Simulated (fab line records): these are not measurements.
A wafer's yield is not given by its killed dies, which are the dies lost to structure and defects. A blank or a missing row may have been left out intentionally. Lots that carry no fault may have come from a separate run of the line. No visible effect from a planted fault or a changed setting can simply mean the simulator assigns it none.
Problem report, 8D (eight disciplines) form, completed by code | flow rit-cmos | the parts of the form that need people (team, actions taken, sign-off) are left out

1. THE PROBLEM
chamber-pressure-mTorr at RIT_M1_METAL_ETCH_12 reads a mean of 149.95 mTorr on 2 wafers of 2 lots; wafers without a fault read 99.99 mTorr with a standard deviation of 0.11. So: +99 or more standard deviations from the usual mean.
The step: etches Al in Cl2/BCl3, stops on SiO2, time 165 s, target depth 600 nm.
First observed at day 6 02:13: wafer L271.4, on rie-metal-03. At this step, 42 wafers from 14 lots have a number in the record. By rule, "out" or "out of limits" means more than 4 standard deviations away from the usual mean. The other wafers with a number count as sound.

2. WHAT IT IS, WHAT IT ISN'T
question                    | is                     | is not
which readings at this step | chamber-pressure-mTorr | drypump-motor-current-A, oes-product-au, throttle-valve-pct
which lots                  | L271, L274             | L259, L260, L261, L262, L263, L267, L270, L273, L275, L279, L280, L282
which wafers of those lots  | L271.4, L274.5         | L271.1, L271.3, L274.1, L274.6
read on which tools         | rie-metal-03           | rie-metal-01, rie-metal-02
when                        | from day 6 02:13       | up to then (23 sound wafers); but 17 sound wafers of L273, L274, L275, L279, L280, L282 came after

3. THE SUSPECTS, EACH WITH WHAT RULES IT OUT
Counting: if a tool at a process step up to the reading ran every lot that is out, it stays a suspect. Sound lots after the first of them don't rule it out here, since some wafers of a struck lot are sound.
- rie-metal-03 at RIT_M1_METAL_ETCH_12 (etches Al in Cl2/BCl3, stops on SiO2, time 165 s, target depth 600 nm): kept. Every lot that is out went through it, the first being L271 (day 6 02:13); the last sound lot it ran before that was L267 (day 5 10:55). On those wafers its own readings are out: chamber-pressure-mTorr.
- At RIT_M1_METAL_ETCH_12 on rie-metal-03, chamber 0 took the sound wafers of the same lots and chamber 1 took the wafers that are out.
Remaining after the count: rie-metal-03 at RIT_M1_METAL_ETCH_12.

4. THE CAUSE (what the simulator had put in)
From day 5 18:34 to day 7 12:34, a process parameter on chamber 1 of rie-metal-03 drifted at RIT_M1_METAL_ETCH_12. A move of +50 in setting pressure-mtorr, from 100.
After counting, this tool was the only one left.

5. THE CHAIN OF EFFECTS, in route order
One row per reading whose mean, taken over the struck wafers that have a number, lies over 3 standard deviations from the usual. Readings are gone through only where the record gives a usual standard deviation; hours: the median, over the lots, of the time from a lot's start at the first step in this table giving one to that lot's start at this step; sigmas: the change measured in usual standard deviations.
hours | step                 | reading                | usual       | on struck wafers | change | sigmas
0     | RIT_M1_METAL_ETCH_12 | chamber-pressure-mTorr | 99.99 mTorr | 149.95           | +49.96 | +99 or more
Here are the process steps it includes:
- RIT_M1_METAL_ETCH_12: etches Al in Cl2/BCl3, stops on SiO2, time 165 s, target depth 600 nm.

6. WHAT WOULD HAVE CAUGHT IT SOONER
The fault began at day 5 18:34; the first out-of-limits reading in this record came at day 6 02:13, 8 hours later.
